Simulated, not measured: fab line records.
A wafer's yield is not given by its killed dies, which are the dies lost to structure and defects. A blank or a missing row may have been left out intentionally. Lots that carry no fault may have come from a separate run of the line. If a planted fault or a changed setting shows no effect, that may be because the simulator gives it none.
2 desks, one fault + flow rit-cmos + every desk sees just its own numbers, and what lay behind them comes last

## THE TOOL OWNER'S DESK: furnace-01
The tool's own readings at RIT_WELLDRIVE_ANNEAL_00 (time 14700 s): means of the sampled wafers that have a number, for each lot that ran on this tool. If a lot's mean is further than 4 standard deviations from the usual mean, the lot is out of limits and carries the mark OUT (the distance appears in the brackets).
Columns: A = spike-tc-centre-C at RIT_WELLDRIVE_ANNEAL_00, usual 1101.8 C; B = spike-tc-load-C at RIT_WELLDRIVE_ANNEAL_00, usual 1126 C; C = spike-tc-source-C at RIT_WELLDRIVE_ANNEAL_00, usual 1126 C; D = tube-center-temp-C at RIT_WELLDRIVE_ANNEAL_00, usual 1100 C; E = tube_center_temp_C_max at RIT_WELLDRIVE_ANNEAL_00, usual 1102.8
| lot  | first seen here | A                | B               | C               | D                      | E                |
|------|-----------------|------------------|-----------------|-----------------|------------------------|------------------|
| L810 | day 2 07:10     | 1103.1           | 1123            | 1121            | 1100                   | 1102.5           |
| L812 | day 2 16:48     | 1102.7           | 1123            | 1122            | 1100                   | 1103.1           |
| L822 | day 5 01:44     | 1102.5           | 1123            | 1119            | 1100                   | 1102.4           |
| L826 | day 5 19:16     | 1083.5 (-12) OUT | 1103 (-7.1) OUT | 1102 (-5.6) OUT | 1082 (-99 or more) OUT | 1085.1 (-41) OUT |
| L827 | day 5 19:16     | 1084.4 (-12) OUT | 1104 (-6.8) OUT | 1102 (-5.8) OUT | 1082 (-99 or more) OUT | 1084.6 (-42) OUT |
| L828 | day 6 00:22     | 1084.8 (-11) OUT | 1105 (-6.5) OUT | 1101 (-6.0) OUT | 1082 (-99 or more) OUT | 1084.8 (-42) OUT |
| L829 | day 6 00:22     | 1084.2 (-12) OUT | 1105 (-6.4) OUT | 1103 (-5.6) OUT | 1082 (-99 or more) OUT | 1085.2 (-41) OUT |
This desk finds L826, L827, L828, L829 out of limits, L826 being first, at day 5 19:16 (spike-tc-centre-C at RIT_WELLDRIVE_ANNEAL_00). L810, L812, L822 stayed within limits.

## METROLOGY DESK
Means of the sampled wafers that have a number, per lot and without regard to the tool the lot ran on: this is what the gauges read. If a lot's mean is further than 4 standard deviations from the usual mean, the lot is out of limits and carries the mark OUT (the distance appears in the brackets).
Columns: A = NWELL_RS at RIT_WELLDRIVE_RS_MEAS_01, usual 275.2 ohm/sq; B = PWELL_RS at RIT_WELLDRIVE_RS_MEAS_02, usual 429.3 ohm/sq
| lot  | first seen here | A               | B               |
|------|-----------------|-----------------|-----------------|
| L810 | day 2 12:16     | 275.6           | 428.7           |
| L812 | day 2 21:56     | 275.1           | 429.0           |
| L813 | day 3 01:11     | 274.8           | 428.2           |
| L816 | day 4 01:25     | 275.5           | 428.3           |
| L817 | day 4 16:26     | 274.7           | 427.6           |
| L819 | day 4 21:32     | 275.8           | 429.9           |
| L820 | day 4 21:34     | 275.3           | 429.4           |
| L821 | day 4 21:35     | 275.2           | 430.1           |
| L822 | day 5 06:49     | 275.7           | 430.8           |
| L823 | day 5 09:29     | 275.0           | 428.5           |
| L826 | day 6 00:22     | 296.5 (+36) OUT | 447.7 (+17) OUT |
| L827 | day 6 00:22     | 295.6 (+34) OUT | 449.7 (+19) OUT |
| L828 | day 6 05:26     | 296.3 (+35) OUT | 448.8 (+18) OUT |
| L829 | day 6 05:26     | 295.8 (+34) OUT | 449.3 (+18) OUT |
| L830 | day 6 11:42     | 275.3           | 429.8           |
| L833 | day 7 00:47     | 275.2           | 428.7           |
Finding of this desk: L826, L827, L828, L829 out of limits, first seen on L826 at day 6 00:22 (NWELL_RS at RIT_WELLDRIVE_RS_MEAS_01). L810, L812, L813, L816, L817, L819, L820, L821, L822, L823, L830, L833 stayed within limits.

## ALL TOGETHER
The tool owner's desk could have raised an alarm at day 5 19:16, on L826, L827, L828, L829.
Metrology desk: alarm possible at day 6 00:22 on L826, L827, L828, L829.
All the named lots went through RIT_WELLDRIVE_ANNEAL_00 on furnace-01.

## WHAT HAD BEEN PUT IN BY THE SIMULATOR
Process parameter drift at RIT_WELLDRIVE_ANNEAL_00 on furnace-01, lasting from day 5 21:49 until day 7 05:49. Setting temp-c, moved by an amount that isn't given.
Shown lots that were struck: L826, L827, L828, L829.
